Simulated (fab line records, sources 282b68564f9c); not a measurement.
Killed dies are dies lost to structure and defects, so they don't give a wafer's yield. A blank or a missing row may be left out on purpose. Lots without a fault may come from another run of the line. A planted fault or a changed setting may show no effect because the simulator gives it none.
Which tool did it? | flow rit_cmos | 7 lots, 21 wafers sampled, at 2 steps of a route of 202

WHAT THE GAUGES READ, wafer by wafer
RIT_GATE_THK_MEAS_07.
lot  | measured    | on            | GATE_OXIDE_THK (nm)
L454 | day 2 14:25 | film_metro-04 | 3.02 2.98 3.06
L457 | day 3 09:04 | film_metro-03 | 3.13 3.05 3.02
L459 | day 3 14:57 | film_metro-01 | 2.91 2.95 2.97
L461 | day 4 02:45 | film_metro-03 | 3.03 2.99 3.08
L466 | day 5 02:52 | film_metro-04 | 3.03 2.99 2.98
L472 | day 6 09:08 | film_metro-01 | 3.45 3.41 3.51
L476 | day 7 09:40 | film_metro-01 | 2.94 3.02 3.02

WHICH TOOL RAN EACH LOT (tool, then ch and the chambers of the sampled wafers, then the start)
lot  | RIT_GATE_OXIDATION_05
L454 | furnace-01 ch 0, day 2 13:06
L457 | furnace-04 ch 0, day 3 05:12
L459 | furnace-01 ch 0, day 3 13:37
L461 | furnace-01 ch 0, day 4 01:26
L466 | furnace-04 ch 0, day 5 01:32
L472 | furnace-02 ch 0, day 6 07:49
L476 | furnace-01 ch 0, day 7 08:20
- RIT_GATE_OXIDATION_05: target thk 3 nm, ox time 270 s.

THE ANSWER, worked out from the rows above alone
Rule: what is usual is taken from the lots themselves. Put in order of their means at a reading, lots are off if they are a third of the lots or fewer, leave a main group of 4 or more, and stand apart from it by a gap of 3 or more times the standard deviation of the main group's means; of several such gaps the widest counts. A main group whose means are all the same, to the digits that the tables above print for the reading, isn't used. A lot without any number at a reading at which 4 lots or more have one is off too. The other lots that the step has rows for count as sound.
Off: L472, at RIT_GATE_THK_MEAS_07 (GATE_OXIDE_THK). The main group: mean 3.01 nm, standard deviation 0.038.
A tool fits if, at a process step before that reading, it ran every lot that is off, and no sound lot after the first of them. The gauges at RIT_GATE_THK_MEAS_07 are tried like those tools. One fits: furnace-02 at RIT_GATE_OXIDATION_05. It ran no sound lot before its first lot that is off in this sample, so the start can't be narrowed down.

WHAT THE SIMULATOR HAD PUT IN
Process parameter drift: furnace-02, from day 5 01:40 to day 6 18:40, at RIT_GATE_OXIDATION_05. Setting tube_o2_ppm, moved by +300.
Lots struck among those shown: L472. The rule above found the same.
